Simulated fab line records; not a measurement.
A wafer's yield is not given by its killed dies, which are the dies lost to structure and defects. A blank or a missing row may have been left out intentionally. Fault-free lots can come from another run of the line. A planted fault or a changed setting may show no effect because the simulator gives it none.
Struck lot and sound lot, side by side || flow berkeleyCmos170 || 16 out of 331 route steps
Sound: these wafers, L498.2, L498.4, L498.6. Struck: wafer L503.6 (L503.1, L503.5, from the same lot, were not struck and are left out); the cause is given at the end.
At each step with rows: each side's tool, then ch and its chambers, then its first start. Under that, the readings that differ: sound wafers || struck wafers || difference of the means || sigmas: that difference in standard deviations of wafers without a fault.
alike: readings with means less than 2 such deviations apart, plus words and numbers identical on both sides. not compared: withheld readings, readings lacking a value on some wafer, bounds such as >300 that could conceal the same value, and numbers that have no deviation in the record and whose values overlap.
A row with sigmas, a row that says differs or no value, or rows on one side alone: a step with any of these is where the two part. Non-overlapping numbers with no deviation appear without sigmas and do not part them. A reading that every wafer of one side lacks parts them only if that side has two wafers or more.

UCB170_M1_SPUTTER_00: material Al, target thk 600 nm, time 80 s.
  struck on pvdSputter-03, day 11 17:54; sound on pvdSputter-03, day 10 17:19
  alike: throttleValvePct
UCB170_M1_RS_MEAS_01: measurement is done with a four-point probe.
  struck on filmMetro-03, day 11 17:58; sound on filmMetro-03, day 10 17:24
  alike: M1_AL_RS
UCB170_M1_THK_MEAS_02: measures by xrf.
  struck on filmMetro-03, day 11 18:05; sound on filmMetro-03, day 10 17:31
  alike: M1_AL_THK
then, 6 steps without rows for these wafers: UCB170_M1_COAT_03; UCB170_M1_COAT_04 (resist thk 900 nm); UCB170_M1_SOFTBAKE_05 (time 60 s); UCB170_M1_EXPOSE_06 (exposes mask METAL1, target cd 700 nm); UCB170_M1_PEB_07; UCB170_M1_DEVELOP_08 (develop time 45 s).
UCB170_M1_CD_MEAS_09 targets a cd of 700 nm.
  struck on cdSem-01, day 11 19:29; sound on cdSem-02, day 10 19:14
  alike: cdNm
UCB170_M1_OVL_MEAS_10:
  struck on overlay-01, day 11 19:36; sound on overlay-02, day 10 19:21
  alike: M1_OVL
UCB170_M1_ETCH_11: etches BARC in N2/H2.
  sound on rieDiel-01 ch 0,1,2, day 10 19:23; struck on rieDiel-03 ch 2, day 11 19:38
  alike: drypumpMotorCurrentA, h2FlowSccm, oesProductAu, throttleValvePct
UCB170_M1_METAL_ETCH_12: etches Al in Cl2/BCl3, stops on PSG, target depth 780 nm, time 130 s.
  sound on rieMetal-01 ch 1, day 10 19:25; struck on rieMetal-02 ch 1, day 11 19:41
{"reading": "oesProductAu (a.u.)", "sound": "0.845 0.830 0.842", "struck": 0.794, "difference": -0.045, "sigmas": -5}
{"reading": "overEtchFrac", "sound": "0.3 0.3 0.3", "struck": 0.45436, "difference": "+0.15436", "sigmas": ""}
{"reading": "model.KrF_of_M1_COAT_04.thkNm (nm)", "sound": "422.5 422.4 427.4", "struck": 365.9, "difference": -58.2, "sigmas": ""}
  alike: drypumpMotorCurrentA, heBacksideLeakSccm, throttleValvePct
  not compared: rfHoursCounterH
UCB170_M1_STRIP_13: strips in O2.
  sound on plasmaAsher-04 ch 0,1, day 10 19:33; struck on plasmaAsher-04 ch 0, day 11 19:49
{"reading": "o2FlowSccm (sccm)", "sound": "398.3 399.3 398.6", "struck": 402.0, "difference": "+3.3", "sigmas": "+3"}
{"reading": "oesProductAu (a.u.)", "sound": "0.712 0.716 0.723", "struck": 0.700, "difference": -0.017, "sigmas": -4}
  alike: drypumpMotorCurrentA
  not compared: rfHoursCounterH
UCB170_M1_CD_MEAS_90 targets a cd of 700 nm.
  struck on cdSem-01, day 11 19:55; sound on cdSem-02, day 10 19:43
  alike: cdNm
UCB170_M3_PROBE_99:
  sound wafers here have rows in the record (prober-01, day 11 08:20); struck ones have none

## WHERE THEY PART
Earliest at UCB170_M1_METAL_ETCH_12; latest, in this record, at UCB170_M3_PROBE_99.

WHY: the cause the simulator had injected
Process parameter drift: rieMetal-02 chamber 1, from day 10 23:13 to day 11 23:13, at UCB170_M1_METAL_ETCH_12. A move of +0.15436 in setting overEtchFrac, from 0.3. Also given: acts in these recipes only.
